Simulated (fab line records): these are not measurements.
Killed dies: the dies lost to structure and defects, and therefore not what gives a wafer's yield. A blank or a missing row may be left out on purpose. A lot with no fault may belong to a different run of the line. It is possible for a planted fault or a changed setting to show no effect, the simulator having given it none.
One fault through the eyes of 2 desks | flow rit cmos | each desk has only its own numbers; what lay behind them comes last

METROLOGY DESK
What the gauges read, lot by lot, whatever tool the lot ran on: means of the sampled wafers that have a number. If a lot's mean is further than 4 standard deviations from the usual mean, the lot is out of limits and carries the mark OUT (the distance appears in the brackets).
Columns: A = PLDD_TW at RIT_PLDD_TW_MEAS_10, usual 2353; B = PLDD_RS at RIT_SDANNEAL_RS_MEAS_06, usual 179.0 ohm/sq; C = NLDD_RS at RIT_SDANNEAL_RS_MEAS_07, usual 151.9 ohm/sq
lot  | first seen here | A    | B               | C
L804 | day 2 23:53     | 2361 | 178.9           | 151.7
L805 | day 3 10:37     | 2344 | 179.5           | 151.2
L806 | day 3 14:14     | 2377 | 179.5           | 152.1
L807 | day 3 17:07     | 2340 | 178.8           | 152.2
L808 | day 3 23:34     | 2385 | 178.8           | 151.6
L809 | day 4 03:07     | 2313 | 185.7 (+14) OUT | 151.4
L810 | day 4 08:36     | 2348 | 179.6           | 152.2
L811 | day 4 14:54     | 2290 | 185.8 (+15) OUT | 152.3
L812 | day 4 21:47     | 2311 | 185.4 (+14) OUT | 152.3
L820 | day 6 03:53     | 2333 | 179.6           | 151.6
L821 | day 6 13:47     | 2386 | 178.6           | 152.4
L822 | day 6 20:00     | 2341 | 178.7           | 151.2
L823 | day 7 00:01     | 2358 | 178.4           | 151.3
L825 | day 7 10:49     | 2333 | 179.1           | 152.4
L827 | day 7 15:23     | 2358 | 179.1           | 151.3
This desk finds L809, L811, L812 out of limits, with the earliest case on L809 at day 4 09:24 (PLDD_RS at RIT_SDANNEAL_RS_MEAS_06). L804, L805, L806, L807, L808, L810, L820, L821, L822, L823, L825, L827 stayed within limits.

FOR THE TOOL OWNER'S DESK: implanter-04
RIT_PLDD_IMPLANT_08, tool's own readings: per-lot mean of the sampled wafers with a number, covering each lot this tool ran. If a lot's mean is further than 4 standard deviations from the usual mean, the lot is out of limits and carries the mark OUT (the distance appears in the brackets).
Columns: A = dose ions cm2 at RIT_PLDD_IMPLANT_08, usual 9e+14; B = faraday current uA at RIT_PLDD_IMPLANT_08, usual 2823; C = tilt deg at RIT_PLDD_IMPLANT_08, usual 6.999 degrees
lot  | first seen here | A               | B    | C
L805 | day 3 10:17     | 9e+14           | 2837 | 7.020
L806 | day 3 13:55     | 9e+14           | 2809 | 7.030
L808 | day 3 23:16     | 9e+14           | 2867 | 7.014
L809 | day 4 02:43     | 8e+14 (-62) OUT | 2644 | 6.998
L811 | day 4 14:35     | 8e+14 (-62) OUT | 2613 | 6.993
L812 | day 4 21:29     | 8e+14 (-64) OUT | 2678 | 7.021
This desk's verdict: out of limits on L809, L811, L812, starting with L809 at day 4 02:43 (dose ions cm2 at RIT_PLDD_IMPLANT_08). L805, L806, L808 stayed within limits.

PUT TOGETHER
On L809, L811, L812, at day 4 02:43, an alarm was possible from the tool owner's desk.
L809, L811, L812 would have let the metrology desk raise an alarm at day 4 09:24.
RIT_PLDD_IMPLANT_08 was run on implanter-04 by each of the lots named.

WHAT THE SIMULATOR HAD INSERTED
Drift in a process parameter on implanter-04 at RIT_PLDD_IMPLANT_08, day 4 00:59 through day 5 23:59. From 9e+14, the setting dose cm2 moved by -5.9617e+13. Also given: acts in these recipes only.
Shown lots that were struck: L809, L811, L812.
Time in hours from fault onset to the first out-of-limits reading at each desk: tool owner's desk 2, metrology desk 8.
